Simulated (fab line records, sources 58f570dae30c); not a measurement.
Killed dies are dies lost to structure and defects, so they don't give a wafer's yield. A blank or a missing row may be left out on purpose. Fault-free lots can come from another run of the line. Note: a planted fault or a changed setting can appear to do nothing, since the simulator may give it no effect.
Shared-tool check ; flow berkeley-cmos170 ; Sampled: 14 lots, 42 wafers

## REASON FOR OPENING
2 of 14 lots carry a flag on the reading NWELL_TW at UCB170_NWELL_TW_MEAS_16. Wafers without a fault read 1248, standard deviation 12.
Rule: a lot gets a flag if all its wafers with a number sit over 4 standard deviations from that mean, or if no wafer of it has a number. All remaining lots are regarded as sound.

lot;measured;on;NWELL_TW, wafer by wafer;flag
L210;day 2 11:49;film-metro-02;1234 1230 1243;
L211;day 3 01:07;film-metro-04;1256 1250 1250;
L214;day 3 11:29;film-metro-04;1255 1245 1254;
L215;day 3 16:01;film-metro-01;1367 1370 1366;FLAGGED
L216;day 4 00:20;film-metro-02;1239 1231 1235;
L217;day 4 00:30;film-metro-04;1365 1368 1366;FLAGGED
L218;day 4 08:03;film-metro-04;1249 1261 1258;
L225;day 5 11:08;film-metro-02;1245 1244 1238;
L227;day 5 20:51;film-metro-04;1241 1242 1244;
L228;day 6 04:24;film-metro-02;1229 1228 1239;
L229;day 6 13:32;film-metro-02;1241 1234 1234;
L230;day 6 13:58;film-metro-01;1279 1277 1272;
L231;day 7 01:07;film-metro-01;1267 1276 1267;
L232;day 7 03:08;film-metro-04;1251 1259 1242;
The mean of the flagged lots' numbers is 1367, +119 from the usual (+10 standard deviations).

## EACH LOT AND THE TOOL IT RAN ON
The record holds 1 process step before the reading, out of a route of 331 steps. Cell contents, in order: the tool; ch with the chambers the sampled wafers went through; the start.
lot;flag;UCB170_NWELL_IMPLANT_14
L210;;implanter-02 ch 0, day 2 11:34
L211;;implanter-01 ch 0, day 3 00:54
L214;;implanter-04 ch 0, day 3 11:14
L215;FLAGGED;implanter-04 ch 0, day 3 15:46
L216;;implanter-01 ch 0, day 4 00:07
L217;FLAGGED;implanter-04 ch 0, day 4 00:15
L218;;implanter-02 ch 0, day 4 07:49
L225;;implanter-01 ch 0, day 5 10:55
L227;;implanter-01 ch 0, day 5 20:36
L228;;implanter-01 ch 0, day 6 04:09
L229;;implanter-02 ch 0, day 6 13:19
L230;;implanter-04 ch 0, day 6 13:43
L231;;implanter-02 ch 0, day 7 00:54
L232;;implanter-04 ch 0, day 7 02:55
What is done by these steps:
- UCB170_NWELL_IMPLANT_14
- UCB170_NWELL_TW_MEAS_16

## FLAGGED OVER TOTAL, TOOL BY TOOL (the gauges that took the reading come last)
step;tool;lots run;flagged;share of the flagged lots;sound lots run after its first flagged lot
UCB170_NWELL_IMPLANT_14;implanter-01;5;0;none;-
UCB170_NWELL_IMPLANT_14;implanter-02;4;0;none;-
UCB170_NWELL_IMPLANT_14;implanter-04;5;2;all;2 (L230,L232)
UCB170_NWELL_TW_MEAS_16;film-metro-01;3;1;some;2 (L230,L231)
UCB170_NWELL_TW_MEAS_16;film-metro-02;5;0;none;-
UCB170_NWELL_TW_MEAS_16;film-metro-04;6;1;some;3 (L218,L227,L232)

## WHAT THE TABLE PERMITS
1 row of the table ran every flagged lot: implanter-04 at UCB170_NWELL_IMPLANT_14.
- implanter-04 at UCB170_NWELL_IMPLANT_14 ran 5 lots, 2 of them flagged. Sound lots followed the first flagged one (L230, L232) on it, something a lasting fault affecting the whole tool could not allow. Its own readings lie more than 4 standard deviations out on every wafer of the flagged lots: dose-ions-cm2, faraday-current-uA.
None of the table's rows ran every flagged lot and, after the first, no sound lot.

## WHAT THE SIMULATOR HAD PUT IN
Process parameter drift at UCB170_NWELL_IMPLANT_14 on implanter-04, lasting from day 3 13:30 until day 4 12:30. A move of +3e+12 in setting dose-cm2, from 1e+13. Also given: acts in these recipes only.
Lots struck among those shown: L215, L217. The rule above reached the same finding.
